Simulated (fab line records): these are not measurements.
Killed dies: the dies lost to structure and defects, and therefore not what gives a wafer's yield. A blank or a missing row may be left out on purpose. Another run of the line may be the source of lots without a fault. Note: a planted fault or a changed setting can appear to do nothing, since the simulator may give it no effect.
Comparing a struck lot with a sound one ; flow rit cmos ; 44 steps out of a route of 202
Sound: wafers L554.2, L554.4, L554.5. Struck: wafers L558.1, L558.5, L558.6. The cause is named last.
Order at every step that has rows: each side's tool, ch and its chambers, its first start. Under that, the readings that differ: sound wafers ; struck wafers ; difference of the means ; sigmas: that difference in standard deviations of wafers without a fault.
alike: readings whose means differ by less than 2 such deviations, and words and numbers that are the same on both sides. not compared: withheld readings, readings that some wafer has no value for, bounds like >300 that may hide the same value, and numbers for which the record gives no deviation and whose values overlap.
The two part at a step that has a row with sigmas, a row that says differs or no value, or rows on one side only. Numbers that don't overlap but have no deviation are shown without sigmas and don't part them. A reading missing from all wafers of one side parts the sides only when that side holds two or more wafers.

RIT_FOX2_THK_MEAS_01:
  struck on film metro-02, day 3 18:06; sound on film metro-03, day 2 19:19
  alike: FOX2_OXIDE_THK
then, 2 steps without rows for these wafers: RIT_FOX2_CLEAN_02 (cleans in dHF, time 180 s); RIT_FOX2_WET_ETCH_03 (etches Si3N4 in H3PO4, target depth 195 nm, time 2700 s).
RIT_FOX2_THK_MEAS_90:
  struck on film metro-01, day 3 18:59; sound on film metro-01, day 2 20:21
  alike: FIELD_OXIDE_LEFT_1_THK
then, 6 steps without rows for these wafers: RIT_NWELL_HMDS_00 (prime time 60 s); RIT_NWELL_COAT_01 (resist thk 1300 nm); RIT_NWELL_SOFTBAKE_02 (time 60 s); RIT_NWELL_EXPOSE_03 (exposes mask M2, target cd 43900 nm); RIT_NWELL_PEB_04; RIT_NWELL_DEVELOP_05 (develop time 68 s).
RIT_NWELL_OVL_MEAS_06:
  struck on overlay-01, day 3 19:56; sound on overlay-01, day 2 21:25
  alike: NWELL_OVL
then, 1 step without rows for these wafers: RIT_NWELL_HARDBAKE_07 (time 120 s).
RIT_NWELL_IMPLANT_08:
  sound on implanter-02 ch 0, day 2 21:43; struck on implanter-02 ch 0, day 3 20:13
reading;sound;struck;difference;sigmas
dose ions cm2;5.002e+13 4.996e+13 5.002e+13;2.884e+13 2.893e+13 2.901e+13;-2.107e+13;-99 or more
faraday current uA;155 163 155;92 94 90;-66;-21
RIT_NWELL_STRIP_09: strips in O2, time 180 s.
  sound on plasma asher-03 ch 0,1, day 2 21:50; struck on plasma asher-03 ch 0,1, day 3 20:22
  alike: drypump motor current A, rf refl power W
  not compared: rf hours counter h
RIT_NWELL_TW_MEAS_10:
  struck on film metro-03, day 3 20:32; sound on film metro-04, day 2 22:01
reading;sound;struck;difference;sigmas
NWELL_TW;2134 2137 2149;1763 1766 1772;-373;-17
then, 6 steps without rows for these wafers: RIT_PWELL_HMDS_00 (prime time 60 s); RIT_PWELL_COAT_01 (resist thk 1300 nm); RIT_PWELL_SOFTBAKE_02 (time 60 s); RIT_PWELL_EXPOSE_03 (exposes mask M3, target cd 43700 nm); RIT_PWELL_PEB_04; RIT_PWELL_DEVELOP_05 (develop time 68 s).
RIT_PWELL_OVL_MEAS_06:
  struck on overlay-02, day 3 21:43; sound on overlay-01, day 2 23:05
  alike: PWELL_OVL
then, 2 steps without rows for these wafers: RIT_PWELL_HARDBAKE_07 (time 120 s); RIT_PWELL_IMPLANT_08.
RIT_PWELL_STRIP_09: strips in O2, time 180 s.
  sound on plasma asher-02 ch 0,1, day 2 23:31; struck on plasma asher-04 ch 0,1, day 3 22:14
reading;sound;struck;difference;sigmas
rf refl power W (W);9.3 9.4 8.1;4.7 5.5 4.7;-4.0;-2
  alike: drypump motor current A
  not compared: rf hours counter h
RIT_PWELL_TW_MEAS_10:
  struck on film metro-01, day 3 22:25; sound on film metro-03, day 2 23:42
  alike: PWELL_TW
then, 1 step without rows for these wafers: RIT_WELLDRIVE_ANNEAL_00 (time 14700 s).
RIT_WELLDRIVE_RS_MEAS_01: a four-point-probe measurement.
  struck on film metro-03, day 4 03:33; sound on film metro-03, day 3 04:51
reading;sound;struck;difference;sigmas
NWELL_RS (ohm/sq);274.3 274.9 275.0;388.5 387.5 388.5;+113.4;+99 or more
RIT_WELLDRIVE_RS_MEAS_02: a four-point-probe measurement.
  struck on film metro-03, day 4 03:40; sound on film metro-03, day 3 04:58
  alike: PWELL_RS
then, 6 steps without rows for these wafers: RIT_NRETRO_HMDS_00 (prime time 60 s); RIT_NRETRO_COAT_01 (resist thk 1300 nm); RIT_NRETRO_SOFTBAKE_02 (time 60 s); RIT_NRETRO_EXPOSE_03 (exposes mask M4, target cd 43900 nm); RIT_NRETRO_PEB_04; RIT_NRETRO_DEVELOP_05 (develop time 68 s).
RIT_NRETRO_OVL_MEAS_06:
  struck on overlay-01, day 4 04:48; sound on overlay-01, day 3 06:07
  alike: NRETRO_OVL
then, 2 steps without rows for these wafers: RIT_NRETRO_HARDBAKE_07 (time 120 s); RIT_NRETRO_IMPLANT_08.
RIT_NRETRO_STRIP_09: strips in O2, time 180 s.
  sound on plasma asher-01 ch 0,1, day 3 06:34; struck on plasma asher-03 ch 0,1, day 4 05:31
  alike: drypump motor current A, rf refl power W
  not compared: rf hours counter h
RIT_NRETRO_TW_MEAS_10:
  struck on film metro-02, day 4 05:41; sound on film metro-04, day 3 06:45
  alike: NRETRO_TW
then, 2 steps without rows for these wafers: RIT_PRETRO_HMDS_00 (prime time 60 s); RIT_PRETRO_COAT_01 (resist thk 1300 nm).
RIT_CONTACT_ETCH_11: etches SiO2 in CHF3/CF4/Ar, stops on TiSi2, target depth 480 nm, time 320 s.
  sound on rie diel-01 ch 1,3, day 4 06:03; struck on rie diel-03 ch 2,3, day 5 03:57
reading;sound;struck;difference;sigmas
model.CONTACT.cd nm (nm);999 996.3 997;970.2 970.5 970.8;-26.9;
  alike: drypump motor current A, mfc ar sccm, oes product au, throttle valve pct
  not compared: rf hours counter h
RIT_M1_PROBE_99:
  struck on prober-02, day 5 09:52; sound on prober-02, day 4 11:16
reading;sound;struck;difference;sigmas
model.etest.pmos_0p3.r on ohm um;6304 6294 6260;5956 6022 6077;-268;
model.etest.pmos turned.r on ohm um;3443 3481 3407;3147 3219 3224;-247;
model.etest.pmos_0p15.r on ohm um;2771 2805 2764;2596 2658 2650;-145;
model.etest.nwell pinched.rs ohm sq;334.7 337.1 336.6;488.7 482.7 490.9;+151.3;
model.etest.well edge right.line ohm um;180.7 181.2 180.5;276.6 274.2 270.3;+92.9;
model.etest.well edge left.line ohm um;184.8 181.6 180.5;271.3 271.3 273.7;+89.8;
model.etest.pmos_0p15.drive ua um;255.1 252.5 256.3;282.8 277.9 279.1;+25.3;
model.etest.pmos turned.drive ua um;188.5 188.6 191;220.5 214.9 216.4;+27.9;
  alike: killed at front end, killed dies, killed on rim, killed open, killed short

WHERE THEY PART
At RIT_NWELL_IMPLANT_08 first; at RIT_WELLDRIVE_RS_MEAS_01 last (within this record only). Later steps at which nothing parts them and some readings are alike: RIT_WELLDRIVE_RS_MEAS_02, RIT_NRETRO_OVL_MEAS_06, RIT_NRETRO_STRIP_09, RIT_NRETRO_TW_MEAS_10, RIT_CONTACT_ETCH_11, RIT_M1_PROBE_99.

WHY: what had been put in by the simulator
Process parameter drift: implanter-02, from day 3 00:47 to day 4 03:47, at RIT_NWELL_IMPLANT_08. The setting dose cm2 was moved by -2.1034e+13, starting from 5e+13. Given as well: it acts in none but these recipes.
